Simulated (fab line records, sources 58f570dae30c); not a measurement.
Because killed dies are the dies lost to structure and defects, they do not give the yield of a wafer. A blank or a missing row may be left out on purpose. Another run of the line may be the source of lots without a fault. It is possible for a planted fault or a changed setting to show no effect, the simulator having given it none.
Shared-tool check / flow berkeley-cmos170 / Sample size 14 lots and 42 wafers

== REASON FOR OPENING ==
UCB170_M1_RS_MEAS_01, reading M1_AL_RS: flagged on 2 of 14 lots. Fault-free wafers read 0.0482 ohm/sq, with a standard deviation of 0.00041.
Rule: a lot is flagged when every wafer of it that has a number lies more than 4 standard deviations from that mean, or none has a number. The rest of the lots are taken to be sound.

lot=L584; measured=day 6 18:20; on=film-metro-03; M1_AL_RS (ohm/sq), wafer by wafer=0.0480 0.0484 0.0479; flag=
lot=L583; measured=day 6 20:20; on=film-metro-04; M1_AL_RS (ohm/sq), wafer by wafer=0.0486 0.0489 0.0488; flag=
lot=L585; measured=day 7 15:16; on=film-metro-01; M1_AL_RS (ohm/sq), wafer by wafer=0.0477 0.0490 0.0477; flag=
lot=L588; measured=day 8 05:07; on=film-metro-04; M1_AL_RS (ohm/sq), wafer by wafer=0.0480 0.0480 0.0476; flag=
lot=L587; measured=day 8 05:21; on=film-metro-01; M1_AL_RS (ohm/sq), wafer by wafer=0.0482 0.0479 0.0485; flag=
lot=L595; measured=day 8 14:35; on=film-metro-04; M1_AL_RS (ohm/sq), wafer by wafer=0.0486 0.0482 0.0479; flag=
lot=L593; measured=day 8 15:01; on=film-metro-03; M1_AL_RS (ohm/sq), wafer by wafer=0.0389 0.0389 0.0389; flag=FLAGGED
lot=L592; measured=day 9 11:26; on=film-metro-03; M1_AL_RS (ohm/sq), wafer by wafer=0.0392 0.0392 0.0393; flag=FLAGGED
lot=L597; measured=day 10 08:02; on=film-metro-04; M1_AL_RS (ohm/sq), wafer by wafer=0.0482 0.0471 0.0474; flag=
lot=L600; measured=day 10 22:08; on=film-metro-04; M1_AL_RS (ohm/sq), wafer by wafer=0.0484 0.0483 0.0486; flag=
lot=L601; measured=day 10 23:34; on=film-metro-03; M1_AL_RS (ohm/sq), wafer by wafer=0.0481 0.0484 0.0483; flag=
lot=L602; measured=day 10 23:47; on=film-metro-04; M1_AL_RS (ohm/sq), wafer by wafer=0.0483 0.0484 0.0483; flag=
lot=L604; measured=day 11 07:49; on=film-metro-04; M1_AL_RS (ohm/sq), wafer by wafer=0.0480 0.0484 0.0479; flag=
lot=L606; measured=day 11 10:49; on=film-metro-03; M1_AL_RS (ohm/sq), wafer by wafer=0.0485 0.0488 0.0484; flag=
The mean of the flagged lots' numbers is 0.0391 ohm/sq, -0.0091 ohm/sq from the usual (-22 standard deviations).

== EACH LOT AND THE TOOL IT RAN ON ==
The record keeps 1 process step preceding the reading, out of 331 steps on the route. Read each cell as the tool, then ch plus the chambers that the sampled wafers visited, then the start.
lot=L584; flag=; UCB170_M1_SPUTTER_00=pvd-sputter-02, day 6 18:14
lot=L583; flag=; UCB170_M1_SPUTTER_00=pvd-sputter-03, day 6 20:17
lot=L585; flag=; UCB170_M1_SPUTTER_00=pvd-sputter-04, day 7 15:11
lot=L588; flag=; UCB170_M1_SPUTTER_00=pvd-sputter-03, day 8 05:04
lot=L587; flag=; UCB170_M1_SPUTTER_00=pvd-sputter-04, day 8 05:17
lot=L595; flag=; UCB170_M1_SPUTTER_00=pvd-sputter-04, day 8 14:31
lot=L593; flag=FLAGGED; UCB170_M1_SPUTTER_00=pvd-sputter-03, day 8 14:57
lot=L592; flag=FLAGGED; UCB170_M1_SPUTTER_00=pvd-sputter-03, day 9 11:21
lot=L597; flag=; UCB170_M1_SPUTTER_00=pvd-sputter-04, day 10 07:58
lot=L600; flag=; UCB170_M1_SPUTTER_00=pvd-sputter-02, day 10 22:04
lot=L601; flag=; UCB170_M1_SPUTTER_00=pvd-sputter-04, day 10 23:30
lot=L602; flag=; UCB170_M1_SPUTTER_00=pvd-sputter-02, day 10 23:43
lot=L604; flag=; UCB170_M1_SPUTTER_00=pvd-sputter-04, day 11 07:44
lot=L606; flag=; UCB170_M1_SPUTTER_00=pvd-sputter-02, day 11 10:43
What the steps here do:
- UCB170_M1_SPUTTER_00: material Al, target thk 600 nm, time 80 s.
- UCB170_M1_RS_MEAS_01: measures by four-point-probe.

== FLAGGED OVER TOTAL, TOOL BY TOOL (the gauges that took the reading come last) ==
step=UCB170_M1_SPUTTER_00; tool=pvd-sputter-02; lots run=4; flagged=0; share of the flagged lots=none; sound lots run after its first flagged lot=-
step=UCB170_M1_SPUTTER_00; tool=pvd-sputter-03; lots run=4; flagged=2; share of the flagged lots=all; sound lots run after its first flagged lot=0
step=UCB170_M1_SPUTTER_00; tool=pvd-sputter-04; lots run=6; flagged=0; share of the flagged lots=none; sound lots run after its first flagged lot=-
step=UCB170_M1_RS_MEAS_01; tool=film-metro-01; lots run=2; flagged=0; share of the flagged lots=none; sound lots run after its first flagged lot=-
step=UCB170_M1_RS_MEAS_01; tool=film-metro-03; lots run=5; flagged=2; share of the flagged lots=all; sound lots run after its first flagged lot=2 (L601,L606)
step=UCB170_M1_RS_MEAS_01; tool=film-metro-04; lots run=7; flagged=0; share of the flagged lots=none; sound lots run after its first flagged lot=-

== WHAT IS ALLOWED BY THE TABLE ==
Every flagged lot went through 2 rows of the table: pvd-sputter-03 at UCB170_M1_SPUTTER_00 and film-metro-03 at UCB170_M1_RS_MEAS_01.
- pvd-sputter-03 at UCB170_M1_SPUTTER_00: 2 of its 4 lots flagged. Its last sound lot is L588 (day 8 05:04), its first flagged lot L593 (day 8 14:57): a fault that began between those two fits.
- film-metro-03 at UCB170_M1_RS_MEAS_01: 2 of its 5 lots flagged. Sound lots followed the first flagged one (L601, L606) on it, something a lasting fault affecting the whole tool could not allow.
Left over: one tool, pvd-sputter-03 at UCB170_M1_SPUTTER_00.

== WHAT THE SIMULATOR HAD PUT IN ==
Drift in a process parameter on pvd-sputter-03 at UCB170_M1_SPUTTER_00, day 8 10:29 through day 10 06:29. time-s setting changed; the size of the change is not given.
Lots struck among those shown: L593, L592. The rule above reached the same finding.
